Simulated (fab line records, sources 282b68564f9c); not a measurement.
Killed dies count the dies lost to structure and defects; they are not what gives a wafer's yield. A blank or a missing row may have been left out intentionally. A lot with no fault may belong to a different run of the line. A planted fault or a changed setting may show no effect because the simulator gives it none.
fab line records	flow rit-cmos
record lots=14	wafers=42	last-day=7
route steps=202 shown ACTIVE@1 FOX1@21 PWELL@41 SILICIDE@164 M1@202
lots untouched by any fault: they come from a run of this same line in which no faults occurred
start-h: hours from the record's first day to the start of the lot's first wafer shown	wait-h: time in hours since the lot's previous step	" repeats the value in the row above	L1.1+2: several wafers, shown together as one row	- value missing, or start not given	* or withheld: withheld	< > ~ a bound
route shown NAME@n: names a module that has steps shown in the file, with the first one's number in the route	usual: the fault-free wafers' mean and standard deviation	same: alike in all rows	chamber/n: place in a boat	sites: each site's reading	_std_site: their standard deviation	_edge_site: inner sites' mean taken away from outer sites' mean	radius-mm: for every site, how far away it sits from the centre of the wafer	mask NAME#n: copy n	behind: the tool/chamber that last shaped the wafer	hold: why the lot went on hold/how many hours it stayed there/how the hold came to an end	device: which transistor (n, p or np) failed to switch	end of line: tests of these same wafers at the route's end	a step given without rows: its recipe and nothing more	killed: dies lost to structure and defects at the first sort, not the wafer's yield	map: the dies of a wafer, with x for killed, . for not killed, _ for no die there
set.NAME: the setting as run; set.NAME@STEP: as run at that earlier step	model.NAME: the simulator's own value behind a step, which no gauge read
the route's steps for a sample of lots (tables are steps, rows are wafers)
## steps
# step RIT_ACTIVE_BOW_MEAS_00
# recipe mode=bow
# usual INCOMING_BOW=0/6.3
lot.wafer	tool	chamber	start-h	wait-h	INCOMING_BOW[um]
L219.1	film-metro-04	-	10.00	-	-7
L219.4	"	-	"	"	4
L219.6	"	-	"	"	1
L220.1	film-metro-02	-	15.00	-	9
L220.2	"	-	"	"	2
L220.4	"	-	"	"	6
L223.1	film-metro-03	-	30.00	-	-3
L223.2	"	-	"	"	1
L223.6	"	-	"	"	4
L225.1	film-metro-03	-	40.00	-	-14
L225.3	"	-	"	"	0
L225.6	"	-	"	"	4
L227.2	film-metro-03	-	50.02	-	1
L227.4	"	-	"	"	2
L227.6	"	-	"	"	8
L228.1	film-metro-02	-	55.00	-	0
L228.3	"	-	"	"	1
L228.5	"	-	"	"	12
L229.2	film-metro-03	-	60.02	-	2
L229.3	"	-	"	"	-2
L229.4	"	-	"	"	11
L230.1	film-metro-04	-	65.00	-	-11
L230.4	"	-	"	"	10
L230.6	"	-	"	"	3
L231.4	film-metro-03	-	70.06	-	2
L231.5	"	-	"	"	-5
L231.6	"	-	"	"	-5
L235.1	film-metro-02	-	90.00	-	-2
L235.2	"	-	"	"	3
L235.5	"	-	"	"	8
L236.1	film-metro-04	-	95.00	-	10
L236.4	"	-	"	"	-7
L236.6	"	-	"	"	1
L238.3	film-metro-03	-	105.04	-	2
L238.4	"	-	"	"	2
L238.5	"	-	"	"	-7
L241.2	film-metro-02	-	120.02	-	3
L241.4	"	-	"	"	-2
L241.6	"	-	"	"	-1
L242.2	film-metro-04	-	125.02	-	2
L242.4	"	-	"	"	3
L242.6	"	-	"	"	11
# step RIT_FOX1_THK_MEAS_01
# recipe reads=SiO2_of_FOX1_OXIDATION_00
# usual FOX1_OXIDE_THK=354/6.6
lot.wafer	tool	chamber	start-h	wait-h	FOX1_OXIDE_THK[nm]
L219.1	film-metro-01	-	19.07	0.0	355
L219.4	"	-	"	"	355
L219.6	"	-	"	"	356
L220.1	film-metro-01	-	23.93	0.0	361
L220.2	"	-	"	"	361
L220.4	"	-	"	"	366
L223.1	film-metro-03	-	39.24	0.0	358
L223.2	"	-	"	"	361
L223.6	"	-	"	"	364
L225.1	film-metro-02	-	49.52	0.0	347
L225.3	"	-	"	"	352
L225.6	"	-	"	"	355
L227.2	film-metro-03	-	58.81	0.0	349
L227.4	"	-	"	"	353
L227.6	"	-	"	"	358
L228.1	film-metro-01	-	64.91	0.0	347
L228.3	"	-	"	"	347
L228.5	"	-	"	"	349
L229.2	film-metro-01	-	67.79	0.0	355
L229.3	"	-	"	"	363
L229.4	"	-	"	"	355
L230.1	film-metro-01	-	72.91	0.0	347
L230.4	"	-	"	"	338
L230.6	"	-	"	"	345
L231.4	film-metro-02	-	78.67	0.0	353
L231.5	"	-	"	"	353
L231.6	"	-	"	"	354
L235.1	film-metro-01	-	98.72	0.0	355
L235.2	"	-	"	"	349
L235.5	"	-	"	"	353
L236.1	film-metro-03	-	102.84	0.0	367
L236.4	"	-	"	"	362
L236.6	"	-	"	"	365
L238.3	film-metro-01	-	114.10	0.0	358
L238.4	"	-	"	"	362
L238.5	"	-	"	"	366
L241.2	film-metro-02	-	127.63	0.0	358
L241.4	"	-	"	"	361
L241.6	"	-	"	"	356
L242.2	film-metro-01	-	131.98	0.0	355
L242.4	"	-	"	"	353
L242.6	"	-	"	"	356
# step RIT_PWELL_SOFTBAKE_02
# recipe resist=NOVOLAK	temp-c=90	time-s=61.43
# usual heater-power-total-W=34.57/0.049	plate-sensor-t-centre-C=90.969/0.01	plate-sensor-t-edge-C=91.019/0.011
lot.wafer	tool	chamber	start-h	wait-h	heater-power-total-W	plate-sensor-t-centre-C	plate-sensor-t-edge-C
L219.1	litho-track-01	0	23.41	0.1	34.52	90.966	91.015
L219.4	"	0	"	"	34.57	90.962	91.017
L219.6	"	0	"	"	34.57	90.948	91.003
L220.1	litho-track-03	0	28.40	0.1	34.56	90.983	91.022
L220.2	"	0	"	"	34.58	90.971	91.018
L220.4	"	0	"	"	34.64	90.975	91.012
L223.1	litho-track-02	0	43.65	0.1	34.52	90.961	91.030
L223.2	"	0	"	"	34.58	90.961	91.013
L223.6	"	0	"	"	34.54	90.970	91.025
L225.1	litho-track-03	0	53.97	0.1	34.49	90.944	91.011
L225.3	"	0	"	"	34.57	90.979	91.030
L225.6	"	0	"	"	34.57	90.970	91.031
L227.2	litho-track-02	0	64.28	0.1	34.53	90.974	91.020
L227.4	"	0	"	"	34.62	90.968	91.013
L227.6	"	0	"	"	34.52	90.970	91.008
L228.1	litho-track-01	0	69.38	0.1	34.66	90.989	91.016
L228.3	"	0	"	"	34.49	90.974	91.014
L228.5	"	0	"	"	34.62	90.982	91.026
L229.2	litho-track-01	0	72.08	0.1	34.60	90.973	91.009
L229.3	"	0	"	"	34.55	90.962	91.005
L229.4	"	0	"	"	34.60	90.972	91.012
L230.1	litho-track-01	0	77.34	0.1	34.56	90.965	91.021
L230.4	"	0	"	"	34.55	90.983	91.018
L230.6	"	0	"	"	34.53	90.970	91.043
L231.4	litho-track-01	0	83.20	0.1	35.02	91.829	91.898
L231.5	"	0	"	"	35.02	91.831	91.888
L231.6	"	0	"	"	35.00	91.857	91.897
L235.1	litho-track-03	0	103.32	0.1	34.60	90.949	91.024
L235.2	"	0	"	"	34.63	90.974	91.023
L235.5	"	0	"	"	34.62	90.978	91.027
L236.1	litho-track-01	0	107.77	0.1	34.96	91.834	91.893
L236.4	"	0	"	"	35.04	91.835	91.881
L236.6	"	0	"	"	34.98	91.814	91.898
L238.3	litho-track-03	0	118.67	0.1	34.58	90.961	91.031
L238.4	"	0	"	"	34.62	90.958	91.010
L238.5	"	0	"	"	34.56	90.980	91.024
L241.2	litho-track-02	0	131.94	0.1	34.60	90.955	91.024
L241.4	"	0	"	"	34.58	90.981	90.998
L241.6	"	0	"	"	34.47	90.978	91.030
L242.2	litho-track-02	0	136.28	0.1	34.63	90.949	91.015
L242.4	"	0	"	"	34.53	90.965	91.025
L242.6	"	0	"	"	34.56	90.968	91.037
# step RIT_SILICIDE_THK_MEAS_03
# recipe thk-meas-gauge=xrf	reads=Ti_of_SILICIDE_SPUTTER_01
# usual SILICIDE_TI_THK=30.6/0.32
lot.wafer	tool	chamber	start-h	wait-h	SILICIDE_TI_THK[nm]
L219.1	film-metro-01	-	52.44	0.1	30.8
L219.4	"	-	"	"	30.5
L219.6	"	-	"	"	30.5
L220.1	film-metro-01	-	61.07	0.1	30.5
L220.2	"	-	"	"	30.9
L220.4	"	-	"	"	30.6
L223.1	film-metro-04	-	74.42	0.1	30.4
L223.2	"	-	"	"	30.5
L223.6	"	-	"	"	30.6
L225.1	film-metro-04	-	82.03	0.1	30.4
L225.3	"	-	"	"	30.2
L225.6	"	-	"	"	30.3
L227.2	film-metro-01	-	95.73	0.1	30.7
L227.4	"	-	"	"	30.6
L227.6	"	-	"	"	30.6
L228.1	film-metro-01	-	99.81	0.1	30.2
L228.3	"	-	"	"	29.9
L228.5	"	-	"	"	30.2
L229.2	film-metro-02	-	103.71	0.1	30.7
L229.3	"	-	"	"	31.1
L229.4	"	-	"	"	30.6
L230.1	film-metro-04	-	108.44	0.1	30.4
L230.4	"	-	"	"	30.3
L230.6	"	-	"	"	30.6
L231.4	film-metro-01	-	116.86	0.1	30.3
L231.5	"	-	"	"	30.7
L231.6	"	-	"	"	30.4
L235.1	film-metro-04	-	132.51	0.1	30.6
L235.2	"	-	"	"	30.5
L235.5	"	-	"	"	30.5
L236.1	film-metro-01	-	139.86	0.1	30.7
L236.4	"	-	"	"	30.9
L236.6	"	-	"	"	31.0
L238.3	film-metro-02	-	147.93	0.1	30.8
L238.4	"	-	"	"	30.8
L238.5	"	-	"	"	30.6
L241.2	film-metro-01	-	162.87	0.1	30.3
L241.4	"	-	"	"	30.4
L241.6	"	-	"	"	29.7
L242.2	film-metro-02	-	170.67	0.1	30.8
L242.4	"	-	"	"	31.0
L242.6	"	-	"	"	30.9
# step RIT_M1_PROBE_99
# usual killed-at-contacts=0.1/0.27	killed-at-front-end=6.7/2.9	killed-dies=6.7/2.9	killed-open=3.4/1.8	killed-short=3.3/2.2
# same gross-dies=264	killed_at_M0_to_M3=0	killed_at_M4_up=0	killed-at-back-side=0	killed-at-other=0
lot.wafer	tool	chamber	start-h	wait-h	killed-at-contacts	killed-at-front-end	killed-dies	killed-open	killed-short
L220.1	prober-01	-	67.75	0.1	0	5	5	3	2
L220.2	prober-01	-	67.80	0.1	0	4	4	2	2
L220.4	prober-01	-	67.90	0.2	0	5	5	3	2
L223.1	prober-02	-	81.07	0.1	0	6	6	3	3
L223.2	prober-02	-	81.12	0.1	0	8	8	5	3
L223.6	prober-02	-	81.32	0.2	0	3	3	1	2
L225.1	prober-02	-	89.72	0.1	0	10	10	4	6
L225.3	prober-02	-	89.82	0.2	0	10	10	3	7
L225.6	prober-02	-	89.97	0.2	0	12	12	7	5
L236.1	prober-02	-	146.67	0.1	1	5	6	1	5
L236.4	prober-02	-	146.82	0.2	0	10	10	4	6
L236.6	prober-02	-	146.92	0.2	1	3	4	1	3
L241.2	prober-01	-	169.56	0.1	0	6	6	2	4
L241.4	prober-01	-	169.66	0.2	0	7	7	6	1
L241.6	prober-01	-	169.76	0.2	0	9	9	5	4
L242.2	prober-02	-	177.22	0.1	0	4	4	2	2
L242.4	prober-02	-	177.32	0.2	0	4	4	3	1
L242.6	prober-02	-	177.42	0.2	0	6	6	4	2
# killed by level:class
L220.1 FOX1:geometric-particle:open=2 FOX1:geometric-particle:short=1 FOX2:geometric-particle:short=1 GATE:geometric-particle:open=1
L220.2 GATE:geometric-particle:short=1 GATE:geometric-particle:open=1 REOX:geometric-particle:open=1 SILICIDE:geometric-particle:short=1
L220.4 FOX1:geometric-particle:open=3 GATE:geometric-particle:short=2
L223.1 GATE:geometric-particle:short=3 GATE:geometric-particle:open=3
L223.2 GATE:geometric-particle:open=2 ACTIVE:geometric-particle:open=1 FOX1:geometric-particle:short=1 GATE:geometric-particle:short=1 SPACER:geometric-particle:open=1 SILICIDE:geometric-particle:short=1 SILICIDE:geometric-particle:open=1
L223.6 GATE:geometric-particle:short=2 GATE:geometric-particle:open=1
L225.1 GATE:geometric-particle:short=4 GATE:geometric-particle:open=2 SILICIDE:geometric-particle:short=2 FOX2:geometric-particle:open=1 REOX:geometric-particle:open=1
L225.3 GATE:geometric-particle:open=3 GATE:geometric-particle:short=2 REOX:geometric-particle:short=2 SILICIDE:geometric-particle:short=2 SPACER:geometric-particle:short=1
L225.6 GATE:geometric-particle:open=5 FOX2:geometric-particle:short=3 GATE:geometric-particle:short=2 FOX1:geometric-particle:open=1 REOX:geometric-particle:open=1
L236.1 GATE:geometric-particle:short=3 SPACER:geometric-particle:short=1 SILICIDE:geometric-particle:short=1 CONTACT:geometric-particle:open=1
L236.4 GATE:geometric-particle:open=3 SPACER:geometric-particle:short=2 SILICIDE:geometric-particle:short=2 GATE:geometric-particle:short=1 REOX:geometric-particle:short=1 SILICIDE:geometric-particle:open=1
L236.6 FOX1:geometric-particle:short=1 GATE:geometric-particle:short=1 REOX:geometric-particle:short=1 CONTACT:geometric-particle:open=1
L241.2 GATE:geometric-particle:open=2 SPACER:geometric-particle:short=2 GATE:geometric-particle:short=1 REOX:geometric-particle:short=1
L241.4 GATE:geometric-particle:open=3 FOX1:geometric-particle:short=1 FOX1:geometric-particle:open=1 FOX2:geometric-particle:open=1 SILICIDE:geometric-particle:open=1
L241.6 FOX1:geometric-particle:short=2 GATE:geometric-particle:open=2 SPACER:geometric-particle:open=2 FOX1:geometric-particle:open=1 GATE:geometric-particle:short=1 SPACER:geometric-particle:short=1
L242.2 FOX1:geometric-particle:short=1 FOX1:geometric-particle:open=1 SPACER:geometric-particle:open=1 SILICIDE:geometric-particle:short=1
L242.4 FOX1:geometric-particle:short=1 FOX1:geometric-particle:open=1 GATE:geometric-particle:open=1 SILICIDE:geometric-particle:open=1
L242.6 SILICIDE:geometric-particle:open=2 FOX2:geometric-particle:short=1 GATE:geometric-particle:open=1 REOX:geometric-particle:open=1 REOX:geometric-particle:short=1
## key
first-sign step=RIT_PWELL_SOFTBAKE_02	reading=plate-sensor-t-centre-C	direction=up	sigmas=85	usual=90.969	struck=91.833
effect step=RIT_PWELL_SOFTBAKE_02	reading=plate-sensor-t-edge-C	direction=up	sigmas=82	usual=91.019	struck=91.893
met-at RIT_PWELL_SOFTBAKE_02
struck-lots L231,L236
tester-left-out L231,L236
not-acting-at RIT_ACTIVE_BOW_MEAS_00,RIT_FOX1_THK_MEAS_01,RIT_SILICIDE_THK_MEAS_03
onset-between 77.34 83.20
fault kind=process-parameter-drift	tool=litho-track-01	chamber=-	onset-h=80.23	steps=RIT_PWELL_SOFTBAKE_02	channel=temp-c	offset=*	shape=step	end-h=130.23	acts-in=*	stated=*
# tester-left-out: of these lots the tester's yield and bins aren't shown, on N5 and GAA mostly nor the transistor test; their killed dies are dies lost to structure and defects alone, not to doping, threshold or leakage, so they don't give the yield
